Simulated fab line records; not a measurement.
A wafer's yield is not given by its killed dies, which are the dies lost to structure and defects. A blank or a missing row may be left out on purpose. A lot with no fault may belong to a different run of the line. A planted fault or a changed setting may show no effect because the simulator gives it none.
Code-filled problem report in 8D (eight disciplines) form | flow berkeley-cmos170 | the parts of the form that need people (team, actions taken, sign-off) are left out

1. WHAT WENT WRONG
Mean of run-length-s at UCB170_SCREENOX_WET_ETCH_00: 263 s across 6 wafers in 2 lots; on wafers with no fault it is 231 s (standard deviation 3.1). Measured from the usual mean, that is +10 standard deviations.
The step: etches SiO2 in dHF, time 200 s.
First observed at day 9 10:17: wafer L455.1, on wet-bench-04. Wafers with a number at this step in the record: 42, from 14 lots. Rule for "out", or "out of limits": more than 4 standard deviations from the usual mean. The rest of the wafers with a number are treated as sound.

2. WHAT IT IS; WHAT IT IS NOT
question                    | is                     | is not
which readings at this step | run-length-s           | temp-c
which lots                  | L455, L456             | L438, L439, L440, L441, L442, L443, L444, L445, L447, L448, L449, L459
which wafers of those lots  | all that have a number | -
read on which tools         | wet-bench-04           | wet-bench-02, wet-bench-03
when                        | from day 9 10:17       | up to then (33 sound wafers); but 3 sound wafers of L459 came after

3. SUSPECTS, AND WHAT RULES EACH OUT
Counting: a tool at a process step up to the reading stays a suspect if it ran every lot that is out and no sound lot after the first of them.
- wet-bench-04 at UCB170_SCREENOX_WET_ETCH_00 (etches SiO2 in dHF, time 200 s): kept. All lots that are out passed through it, beginning with L455 at day 9 10:17, and no sound lot followed; its final sound lot before that point was L444 at day 7 08:46. Out on those wafers are its own readings of run-length-s.
After counting, what remains is wet-bench-04 at UCB170_SCREENOX_WET_ETCH_00.

4. THE CAUSE (what the simulator had put in)
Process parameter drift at UCB170_SCREENOX_WET_ETCH_00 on wet-bench-04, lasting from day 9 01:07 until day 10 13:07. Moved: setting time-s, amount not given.
After counting, this tool was the only one left.

5. SEQUENCE OF EFFECTS, ordered by route
Rows list readings where the struck wafers' mean (over those with a number) sits beyond 3 standard deviations from the usual. Only readings whose record carries a usual standard deviation are examined. hours: median over the lots of the time between each lot's start at the first step of this table that gives one and its start at this step. sigmas: the change, counted in usual standard deviations.
hours | step                        | reading      | usual | on struck wafers | change | sigmas
0     | UCB170_SCREENOX_WET_ETCH_00 | run-length-s | 231 s | 263              | +32    | +10
The process steps in it:
- UCB170_SCREENOX_WET_ETCH_00: etches SiO2 in dHF, time 200 s.

6. WHAT WOULD HAVE CAUGHT IT SOONER
First out-of-limits reading in this record: day 9 10:17, which is 9 hours after fault onset at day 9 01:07.
